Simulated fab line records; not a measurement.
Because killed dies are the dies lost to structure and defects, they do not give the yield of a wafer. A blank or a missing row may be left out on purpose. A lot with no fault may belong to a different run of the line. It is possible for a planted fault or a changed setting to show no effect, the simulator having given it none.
Split-lot trial / flow berkeley cmos170 / 23 wafers read across 5 lots, on a route 331 steps long

ON THE SPLIT
At UCB170_NSD_IMPLANT_08, the setting dose cm2 was moved away from the recipe's 3e+15 on 7 of the 23 wafers read, by -3.6% to +7.0%. All remaining wafers had this setting at the recipe value.

FROM THE SPLIT TO THE READING: what the file shows between them, 3 steps
- UCB170_NSD_STRIP_09: strips in O2
- UCB170_NSD_CLEAN_11: cleans in SPM, time 600 s
- UCB170_SDANNEAL_RTA_01: time 5 s

THE READING
NSD_RS (ohm/sq), read at UCB170_SDANNEAL_RS_MEAS_03 with a four-point probe. Fault-free wafers of this fab line usually give 37.26 ohm/sq, standard deviation 0.11 ohm/sq.

wafer=L074.1; tool, chamber at the split=implanter-04, 0; dose cm2 as run=3e+15; against the recipe=recipe; NSD_RS, ohm/sq=37.16; against lot-mates on the recipe=-
wafer=L074.2; tool, chamber at the split=implanter-04, 0; dose cm2 as run=3.21e+15; against the recipe=+7.0%; NSD_RS, ohm/sq=36.24; against lot-mates on the recipe=-0.99
wafer=L074.4; tool, chamber at the split=implanter-04, 0; dose cm2 as run=3e+15; against the recipe=recipe; NSD_RS, ohm/sq=37.27; against lot-mates on the recipe=-
wafer=L074.5; tool, chamber at the split=implanter-04, 0; dose cm2 as run=3.21e+15; against the recipe=+7.0%; NSD_RS, ohm/sq=36.17; against lot-mates on the recipe=-1.06
wafer=L074.6; tool, chamber at the split=implanter-04, 0; dose cm2 as run=3e+15; against the recipe=recipe; NSD_RS, ohm/sq=37.25; against lot-mates on the recipe=-
wafer=L075.2; tool, chamber at the split=implanter-04, 0; dose cm2 as run=3.129e+15; against the recipe=+4.3%; NSD_RS, ohm/sq=36.52; against lot-mates on the recipe=-0.77
wafer=L075.3; tool, chamber at the split=implanter-04, 0; dose cm2 as run=3.129e+15; against the recipe=+4.3%; NSD_RS, ohm/sq=36.49; against lot-mates on the recipe=-0.80
wafer=L075.4; tool, chamber at the split=implanter-04, 0; dose cm2 as run=3.129e+15; against the recipe=+4.3%; NSD_RS, ohm/sq=36.52; against lot-mates on the recipe=-0.77
wafer=L075.5; tool, chamber at the split=implanter-04, 0; dose cm2 as run=3e+15; against the recipe=recipe; NSD_RS, ohm/sq=37.28; against lot-mates on the recipe=-
wafer=L075.6; tool, chamber at the split=implanter-04, 0; dose cm2 as run=3e+15; against the recipe=recipe; NSD_RS, ohm/sq=37.31; against lot-mates on the recipe=-
wafer=L077.1; tool, chamber at the split=implanter-04, 0; dose cm2 as run=3e+15; against the recipe=recipe; NSD_RS, ohm/sq=37.32; against lot-mates on the recipe=-
wafer=L077.2; tool, chamber at the split=implanter-04, 0; dose cm2 as run=3e+15; against the recipe=recipe; NSD_RS, ohm/sq=37.24; against lot-mates on the recipe=-
wafer=L077.3; tool, chamber at the split=implanter-04, 0; dose cm2 as run=3e+15; against the recipe=recipe; NSD_RS, ohm/sq=37.37; against lot-mates on the recipe=-
wafer=L077.4; tool, chamber at the split=implanter-04, 0; dose cm2 as run=3e+15; against the recipe=recipe; NSD_RS, ohm/sq=37.17; against lot-mates on the recipe=-
wafer=L077.6; tool, chamber at the split=implanter-04, 0; dose cm2 as run=3e+15; against the recipe=recipe; NSD_RS, ohm/sq=37.16; against lot-mates on the recipe=-
wafer=L079.2; tool, chamber at the split=implanter-01, 0; dose cm2 as run=3e+15; against the recipe=recipe; NSD_RS, ohm/sq=37.18; against lot-mates on the recipe=-
wafer=L079.3; tool, chamber at the split=implanter-01, 0; dose cm2 as run=3e+15; against the recipe=recipe; NSD_RS, ohm/sq=37.19; against lot-mates on the recipe=-
wafer=L079.5; tool, chamber at the split=implanter-01, 0; dose cm2 as run=3e+15; against the recipe=recipe; NSD_RS, ohm/sq=37.19; against lot-mates on the recipe=-
wafer=L084.1; tool, chamber at the split=implanter-01, 0; dose cm2 as run=2.891e+15; against the recipe=-3.6%; NSD_RS, ohm/sq=37.82; against lot-mates on the recipe=+0.62
wafer=L084.2; tool, chamber at the split=implanter-01, 0; dose cm2 as run=3e+15; against the recipe=recipe; NSD_RS, ohm/sq=37.07; against lot-mates on the recipe=-
wafer=L084.3; tool, chamber at the split=implanter-01, 0; dose cm2 as run=3e+15; against the recipe=recipe; NSD_RS, ohm/sq=37.33; against lot-mates on the recipe=-
wafer=L084.4; tool, chamber at the split=implanter-01, 0; dose cm2 as run=3e+15; against the recipe=recipe; NSD_RS, ohm/sq=37.19; against lot-mates on the recipe=-
wafer=L084.5; tool, chamber at the split=implanter-01, 0; dose cm2 as run=2.891e+15; against the recipe=-3.6%; NSD_RS, ohm/sq=37.79; against lot-mates on the recipe=+0.59

FIT RESULTS
A straight line over all 23 wafers: NSD_RS changes by -0.155 ohm/sq for each +1% of dose cm2; r = -0.99; the points scatter about the line by 0.074 ohm/sq.
The same after taking each lot's own level away (the mean of its wafers on the recipe; 23 wafers): -0.16 ohm/sq for each +1%; r = -0.99; scatter 0.078 ohm/sq.
The reading moves by 1.1 ohm/sq for the largest change in dose cm2, on that fit.
The span of the lots' own levels, 37.187 to 37.295 ohm/sq, comes to 1.0 times the standard deviation stated above.
The two slopes agree, so the slope changes little with the lot-to-lot level.
Check: -1.17 ohm/sq against its lot-mates is what the line predicts for one of the wafers moved furthest among these (+7.0%) when that wafer is left out of the fit. Against them it came out at -0.987 ohm/sq.

OTHER SPLITS ON THESE WAFERS
Note: prior to the reading, these wafers also went through further splits. Each is held against what the fit with the lots' levels taken away leaves over:
other split on the same wafers=UCB170_PLDD_EXPOSE_03 dose mj; wafers away from the commonest value=9; r with NSD_RS (lot level and that fit taken away)=+0.20
other split on the same wafers=UCB170_SPACER_CVD_00 time s; wafers away from the commonest value=7; r with NSD_RS (lot level and that fit taken away)=-0.06
other split on the same wafers=UCB170_PSD_IMPLANT_08 energy kev; wafers away from the commonest value=9; r with NSD_RS (lot level and that fit taken away)=-0.06

THE WHOLE CHAIN: every reading that the file lists as answering this split, in the file's order
step=UCB170_NSD_STRIP_09; what it does=strips in O2; reading=strip time to endpoint s; change (the file's fit)=withheld for each +1% of the setting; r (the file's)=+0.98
step=UCB170_SDANNEAL_RS_MEAS_03; what it does=measures by four-point-probe; reading=NSD_RS; change (the file's fit)=-0.158 for each +1% of the setting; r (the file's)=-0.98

THE FILE'S OWN FIT
NSD_RS changes by -0.158 ohm/sq for each +1% of dose cm2, r = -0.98.
